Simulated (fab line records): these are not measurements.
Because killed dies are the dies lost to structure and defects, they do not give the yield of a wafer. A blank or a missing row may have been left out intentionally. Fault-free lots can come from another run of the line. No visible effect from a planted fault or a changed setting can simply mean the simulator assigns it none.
Which tool did it? + flow berkeley-cmos170 + Sampling: 6 lots, 18 wafers, 4 of 331 route steps

## WHAT THE GAUGES READ, wafer by wafer
UCB170_M1_RS_MEAS_01: measures by four-point-probe.
| lot  | measured     | on            | M1_AL_RS (ohm/sq)    |
|------|--------------|---------------|----------------------|
| L866 | day 7 02:49  | film-metro-03 | 0.0478 0.0480 0.0478 |
| L872 | day 8 00:28  | film-metro-02 | 0.0486 0.0486 0.0480 |
| L877 | day 8 18:42  | film-metro-02 | 0.0474 0.0479 0.0473 |
| L873 | day 8 19:04  | film-metro-02 | 0.0481 0.0480 0.0484 |
| L881 | day 9 15:10  | film-metro-03 | 0.0489 0.0487 0.0485 |
| L882 | day 10 02:15 | film-metro-02 | 0.0489 0.0488 0.0481 |

## WHICH TOOL RAN EACH LOT (tool, then ch and the chambers of the sampled wafers, then the start)
| lot  | UCB170_PSD_STRIP_09                 | UCB170_SDANNEAL_RTA_01          | UCB170_M1_SPUTTER_00         |
|------|-------------------------------------|---------------------------------|------------------------------|
| L866 | plasma-asher-04 ch 0,1, day 6 17:34 | rtp-anneal-01 ch 0, day 6 20:50 | pvd-sputter-04, day 7 02:44  |
| L872 | plasma-asher-01 ch 0,1, day 7 15:25 | rtp-anneal-02 ch 0, day 7 18:19 | pvd-sputter-04, day 8 00:25  |
| L877 | plasma-asher-01 ch 0,1, day 8 07:25 | rtp-anneal-01 ch 0, day 8 10:54 | pvd-sputter-02, day 8 18:37  |
| L873 | plasma-asher-03 ch 0,1, day 8 08:05 | rtp-anneal-01 ch 0, day 8 11:34 | pvd-sputter-02, day 8 19:00  |
| L881 | plasma-asher-01 ch 0,1, day 9 06:09 | rtp-anneal-01 ch 0, day 9 09:14 | pvd-sputter-04, day 9 15:04  |
| L882 | plasma-asher-01 ch 0, day 9 17:38   | rtp-anneal-01 ch 0, day 9 20:23 | pvd-sputter-04, day 10 02:11 |
- UCB170_PSD_STRIP_09: strips in O2.
- UCB170_SDANNEAL_RTA_01: time 5 s.
- UCB170_M1_SPUTTER_00: material Al, target thk 600 nm, time 80 s.

## THE ANSWER, worked out from the rows above alone
Rule: the lots themselves supply what counts as usual. Put in order of their means at a reading, lots are off if they are a third of the lots or fewer, leave a main group of 4 or more, and stand apart from it by a gap of 3 or more times the standard deviation of the main group's means; of several such gaps the widest counts. A main group whose means are all the same, to the digits that the tables above print for the reading, isn't used. A lot without any number at a reading at which 4 lots or more have one is off too. Any other lot the step has rows for is counted as sound.
No lot is off at any reading shown: from this, nothing can be told.

## WHAT HAD BEEN PUT IN BY THE SIMULATOR
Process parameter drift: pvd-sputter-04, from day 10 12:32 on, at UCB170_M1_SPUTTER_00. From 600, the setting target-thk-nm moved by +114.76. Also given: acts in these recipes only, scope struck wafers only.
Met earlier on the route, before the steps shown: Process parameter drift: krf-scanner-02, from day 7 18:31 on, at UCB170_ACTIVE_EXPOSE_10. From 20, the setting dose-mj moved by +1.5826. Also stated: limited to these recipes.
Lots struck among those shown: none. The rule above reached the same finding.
